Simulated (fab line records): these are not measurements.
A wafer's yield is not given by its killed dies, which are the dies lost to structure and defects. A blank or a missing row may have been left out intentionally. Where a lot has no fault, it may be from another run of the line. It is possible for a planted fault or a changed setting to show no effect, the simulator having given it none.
fab line records	flow rit_cmos
record lots=7	wafers=21	last_day=7
route steps=202 shown CONTACT@178 M1@184
lots that met no fault: from a run of the same line without faults
start_h: the number of hours between the record's first day and the start of the first shown wafer of the lot	wait_h: hours elapsed since this lot's preceding step	" repeats the value in the row above	L1.1+2: a single row standing in for several wafers	- no value, or no start was given	* or withheld: withheld	< > ~ a bound
route shown NAME@n: names a module that has steps shown in the file, with the first one's number in the route	usual: average and standard deviation across the fault-free wafers	same: alike in all rows	chamber/n: place in a boat	sites: per-site readings	_std_site: the values' standard deviation	_edge_site: the outer-site mean with the inner-site mean subtracted	radius_mm: for every site, how far away it sits from the centre of the wafer	mask NAME#n: copy n	behind: the tool/chamber that last shaped the wafer	hold: the reason the lot was held/the length of the hold in hours/how it ended	device: transistor that didn't switch, given as n, p or np	end of line: the same wafers' tests at the end of the route	for a step that has no rows: nothing shown but its recipe	killed: not the wafer's yield, but the dies lost to structure and defects at the first sort	map: dies across one wafer; x = killed, . = not, _ = none there
set.NAME: the setting the step ran with; set.NAME@STEP: the setting that earlier step ran with	model.NAME: the simulator's own value behind a step, which no gauge read
lots at some steps of the route; a table a step, a row a wafer
services: a tool's chamber out of use, with start hour (start_h, from the record's first day; less than 0 if before it), hours out, and reason
## steps
# step RIT_CONTACT_HARDBAKE_10
# recipe resist=NOVOLAK	temp_c=140	time_s=60
# step RIT_CONTACT_ETCH_11
# recipe target_depth_a=4800	over_etch_frac=0.2	stop_on=TiSi2	chemistry=CHF3/CF4/Ar	target=SiO2	CHF3_flow_sccm=50	cf4_flow_sccm=10	Ar_flow_sccm=100	O2_flow_sccm=5	pressure_mtorr=100	rf_w=200	time_s=320
# usual drypump_motor_current_A=6.0/0.44	oes_product_au=0.989/0.016	throttle_valve_pct=8.85/0.13
lot.wafer	tool	chamber	start_h	wait_h	drypump_motor_current_A	oes_product_au	rf_hours_counter_h	throttle_valve_pct
L218.1	rie_diel-01	3	76.72	0.1	5.8	1.001	8	8.96
L218.3	"	1	"	"	5.1	1.004	55	8.77
L218.4	"	1	"	"	5.1	1.005	-	8.75
L220.1	rie_diel-02	0	84.39	0.1	6.3	0.978	138	8.95
L220.2	"	1	"	"	5.5	1.003	61	8.86
L220.3	"	3	"	"	5.8	0.994	115	8.76
L226.1	rie_diel-01	2	117.53	0.1	6.5	0.985	26	8.81
L226.5	"	0	"	"	6.1	1.002	-	8.95
L226.6	"	3	"	"	5.8	1.015	-	8.96
L227.4	rie_diel-03	3	120.10	0.1	5.8	0.998	0	8.85
L227.5	"	0	"	"	6.0	0.962	-	8.64
L227.6	"	3	"	"	5.8	1.003	-	8.85
L228.2	rie_diel-03	2	126.56	0.1	6.5	0.996	11	9.07
L228.4	"	3	"	"	5.8	1.006	0	8.86
L228.5	"	3	"	"	5.8	1.010	-	8.84
L229.1	rie_diel-01	3	128.66	0.1	5.8	1.009	9	8.97
L229.5	"	2	"	"	6.5	0.987	-	8.80
L229.6	"	1	"	"	5.1	1.009	-	8.75
L237.2	rie_diel-02	2	168.82	0.1	5.3	1.003	1	9.06
L237.3	"	3	"	"	5.8	0.989	116	8.75
L237.6	"	3	"	"	5.8	0.994	-	8.76
# step RIT_CONTACT_STRIP_12
# recipe chemistry=O2	time_s=180	resist=NOVOLAK	platen_temp_c=withheld	power_w=500	pressure_mtorr=4000	o2_flow_sccm=4000
# usual drypump_motor_current_A=5.90/0.3
lot.wafer	tool	chamber	start_h	wait_h	drypump_motor_current_A	rf_hours_counter_h
L218.1	plasma_asher-04	0	76.92	0.1	6.22	42
L218.3	"	0	"	"	6.22	-
L218.4	"	1	"	"	5.48	-
L220.1	plasma_asher-04	1	84.58	0.1	5.53	43
L220.2	"	0	"	"	6.22	43
L220.3	"	1	"	"	5.51	-
L226.1	plasma_asher-03	1	117.72	0.1	5.79	32
L226.5	"	1	"	"	5.79	-
L226.6	"	0	"	"	5.94	-
L227.4	plasma_asher-04	0	120.36	0.2	6.18	-
L227.5	"	1	"	"	5.49	-
L227.6	"	0	"	"	6.19	-
L228.2	plasma_asher-04	0	126.75	0.1	6.20	1
L228.4	"	1	"	"	5.52	-
L228.5	"	1	"	"	5.52	-
L229.1	plasma_asher-04	0	128.86	0.1	6.24	1
L229.5	"	0	"	"	6.23	-
L229.6	"	1	"	"	5.53	-
L237.2	plasma_asher-03	0	169.01	0.1	5.94	38
L237.3	"	0	"	"	5.88	-
L237.6	"	1	"	"	5.80	-
# step RIT_CONTACT_CD_MEAS_90
# recipe target_cd_nm=1000
# usual cd_nm=1001.0/2.3
lot.wafer	tool	chamber	start_h	wait_h	cd_nm
L218.1	cd_sem-02	-	77.09	0.1	998.9
L218.3	"	-	"	"	996.7
L218.4	"	-	"	"	1000.2
L220.1	cd_sem-02	-	84.76	0.1	998.9
L220.2	"	-	"	"	1000.0
L220.3	"	-	"	"	1002.0
L226.1	cd_sem-02	-	117.90	0.1	1002.2
L226.5	"	-	"	"	999.5
L226.6	"	-	"	"	1000.3
L227.4	cd_sem-02	-	120.53	0.1	999.9
L227.5	"	-	"	"	1000.8
L227.6	"	-	"	"	1000.2
L228.2	cd_sem-02	-	126.95	0.1	1000.6
L228.4	"	-	"	"	1003.2
L228.5	"	-	"	"	1001.2
L229.1	cd_sem-01	-	129.03	0.1	1002.6
L229.5	"	-	"	"	1000.7
L229.6	"	-	"	"	1002.2
L237.2	cd_sem-02	-	169.21	0.1	997.4
L237.3	"	-	"	"	996.5
L237.6	"	-	"	"	996.6
# step RIT_CONTACT_CLEAN_13
# recipe chemistry=SC1	mix=3:3:50	time_s=600	temp_c=75
# step RIT_CONTACT_CLEAN_14
# recipe chemistry=SC2	mix=3:3:50	time_s=600	temp_c=75	dry=n2_spin
# step RIT_M1_SPUTTER_00
# recipe material=Al	target_thk_nm=400	power_w=2000	chamber_pressure_pa=0.4	gas=Ar	time_s=500	substrate_temp_c=25
# usual throttle_valve_pct=29.8/0.89
lot.wafer	tool	chamber	start_h	wait_h	throttle_valve_pct
L218.1	pvd_sputter-03	-	77.58	0.0	30.8
L218.3	"	-	"	"	30.0
L218.4	"	-	"	"	28.6
L220.1	pvd_sputter-03	-	85.23	0.0	28.5
L220.2	"	-	"	"	31.0
L220.3	"	-	"	"	29.2
L226.1	pvd_sputter-01	-	118.37	0.0	30.2
L226.5	"	-	"	"	30.1
L226.6	"	-	"	"	30.4
L227.4	pvd_sputter-04	-	120.94	0.0	30.1
L227.5	"	-	"	"	28.5
L227.6	"	-	"	"	29.0
L228.2	pvd_sputter-01	-	127.45	0.0	30.2
L228.4	"	-	"	"	30.8
L228.5	"	-	"	"	30.6
L229.1	pvd_sputter-04	-	129.55	0.0	30.8
L229.5	"	-	"	"	29.3
L229.6	"	-	"	"	30.0
L237.2	pvd_sputter-04	-	169.67	0.0	30.4
L237.3	"	-	"	"	29.4
L237.6	"	-	"	"	30.1
# step RIT_M1_RS_MEAS_01
# recipe thk_meas_gauge=four-point-probe	reads=Al_of_M1_SPUTTER_00
# usual M1_AL_RS=0.0738/0.00085
lot.wafer	tool	chamber	start_h	wait_h	M1_AL_RS[ohm/sq]
L218.1	film_metro-03	-	77.87	0.1	0.0739
L218.3	"	-	"	"	0.0737
L218.4	"	-	"	"	0.0736
L220.1	film_metro-01	-	85.52	0.1	0.0745
L220.2	"	-	"	"	0.0754
L220.3	"	-	"	"	0.0749
L226.1	film_metro-04	-	118.66	0.1	0.0735
L226.5	"	-	"	"	0.0724
L226.6	"	-	"	"	0.0725
L227.4	film_metro-01	-	121.30	0.2	0.0746
L227.5	"	-	"	"	0.0748
L227.6	"	-	"	"	0.0729
L228.2	film_metro-04	-	127.76	0.2	0.0740
L228.4	"	-	"	"	0.0734
L228.5	"	-	"	"	0.0746
L229.1	film_metro-01	-	129.85	0.1	0.0724
L229.5	"	-	"	"	0.0721
L229.6	"	-	"	"	0.0727
L237.2	film_metro-04	-	169.99	0.2	0.0746
L237.3	"	-	"	"	0.0727
L237.6	"	-	"	"	0.0751
# step RIT_M1_THK_MEAS_02
# recipe thk_meas_gauge=xrf	reads=Al_of_M1_SPUTTER_00
# usual M1_AL_THK=396/4.9
lot.wafer	tool	chamber	start_h	wait_h	M1_AL_THK[nm]
L218.1	film_metro-03	-	77.99	0.1	395
L218.3	"	-	"	"	396
L218.4	"	-	"	"	395
L220.1	film_metro-01	-	85.64	0.1	391
L220.2	"	-	"	"	389
L220.3	"	-	"	"	392
L226.1	film_metro-04	-	118.78	0.1	399
L226.5	"	-	"	"	402
L226.6	"	-	"	"	403
L227.4	film_metro-01	-	121.39	0.1	392
L227.5	"	-	"	"	390
L227.6	"	-	"	"	401
L228.2	film_metro-04	-	127.87	0.1	397
L228.4	"	-	"	"	399
L228.5	"	-	"	"	392
L229.1	film_metro-01	-	129.97	0.1	401
L229.5	"	-	"	"	402
L229.6	"	-	"	"	402
L237.2	film_metro-04	-	170.10	0.1	391
L237.3	"	-	"	"	401
L237.6	"	-	"	"	387
# step RIT_M1_HMDS_03
# recipe prime_time_s=60	prime_temp_c=140
# step RIT_M1_COAT_04
# recipe resist=NOVOLAK	spin_rpm=2000	resist_thk_nm=1300
# step RIT_M1_SOFTBAKE_05
# recipe resist=NOVOLAK	temp_c=90	time_s=60
# step RIT_M1_EXPOSE_06
# recipe mask_id=M12	na=0.6	source_shape=conventional	sigma_outer=0.5	target_cd_nm=2600	dose_mj=250
# usual exposure_dose_mJ_cm2=250.07/0.25	focus_offset_nm=0.0/0.44
lot.wafer	tool	chamber	start_h	wait_h	mask	exposure_dose_mJ_cm2	focus_offset_nm
L218.1	iline_stepper-02	0	78.50	0.1	M12#0	249.81	0.6
L218.3	"	0	"	"	M12#0	249.50	0.8
L218.4	"	0	"	"	M12#0	250.02	0.8
L220.1	iline_stepper-01	0	86.28	0.2	M12#0	250.13	-0.2
L220.2	"	0	"	"	M12#0	250.31	0.0
L220.3	"	0	"	"	M12#0	250.32	-0.4
L226.1	iline_stepper-01	-	119.42	0.2	M12#0	-	-
L226.5	"	-	"	"	M12#0	-	-
L226.6	"	-	"	"	M12#0	-	-
L227.4	iline_stepper-02	-	122.05	0.2	M12#0	-	-
L227.5	"	-	"	"	M12#0	-	-
L227.6	"	-	"	"	M12#0	-	-
L228.2	iline_stepper-01	-	128.52	0.2	M12#0	-	-
L228.4	"	-	"	"	M12#0	-	-
L228.5	"	-	"	"	M12#0	-	-
L229.1	iline_stepper-02	0	130.70	0.2	M12#0	249.87	-0.1
L229.5	"	0	"	"	M12#0	250.37	-0.1
L229.6	"	0	"	"	M12#0	249.97	-0.3
L237.2	iline_stepper-01	0	170.61	0.1	M12#0	249.91	-0.1
L237.3	"	0	"	"	M12#0	250.36	0.1
L237.6	"	0	"	"	M12#0	250.38	-0.5
# step RIT_M1_PEB_07
# recipe resist=NOVOLAK	temp_c=withheld	time_s=withheld
## services
tool	chamber	start_h	hours	kind
rie_diel-02	2	58.13	-	clean
rie_diel-02	2	58.13	14.6	scheduled_down
rie_diel-02	2	58.13	14.6	vent_cycle
iline_stepper-01	-	74.22	2.2	repair
rie_diel-03	3	97.30	-	clean
rie_diel-03	3	97.30	18.0	scheduled_down
rie_diel-03	3	97.30	18.0	vent_cycle
rie_diel-02	1	107.61	3.9	repair
plasma_asher-04	-	108.75	9.0	pm
plasma_asher-04	0	108.75	9.0	vent_cycle
plasma_asher-04	1	108.75	9.0	vent_cycle
plasma_asher-03	-	109.64	4.5	repair
rie_diel-03	-	115.02	1.0	repair
plasma_asher-04	0	117.75	-	clean
plasma_asher-04	1	117.75	-	clean
rie_diel-02	-	132.26	14.6	pm
plasma_asher-04	-	135.38	1.3	repair
plasma_asher-04	-	138.57	1.2	repair
rie_diel-01	-	147.83	2.8	pm
rie_diel-02	3	160.30	6.1	repair
rie_diel-02	1	165.42	4.3	repair
iline_stepper-02	-	169.20	1.7	pm
## key
first_sign step=RIT_M1_EXPOSE_06	reading=tool_record	direction=missing
effect none on later readings
met_at RIT_M1_EXPOSE_06
struck_wafers L226.1,L226.5,L226.6,L227.4,L227.5,L227.6,L228.2,L228.4,L228.5
later_rows_left_out L226.1,L226.5,L226.6,L227.4,L227.5,L227.6,L228.2,L228.4,L228.5
sort_left_out L226.1,L226.5,L226.6,L227.4,L227.5,L227.6,L228.2,L228.4,L228.5
onset_between 86.28 119.42
fault kind=skipped_step_whole	tool=iline_stepper-01,iline_stepper-02	chamber=-	onset_h=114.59	steps=RIT_M1_EXPOSE_06	scope=struck_lots_only
# sort_left_out: the simulated sort isn't trusted on such a fault, so these wafers' sort isn't shown, and their yield isn't known
# later_rows_left_out: the simulator's readings of these wafers behind a module that went badly wrong aren't trusted and aren't shown, but for the sort
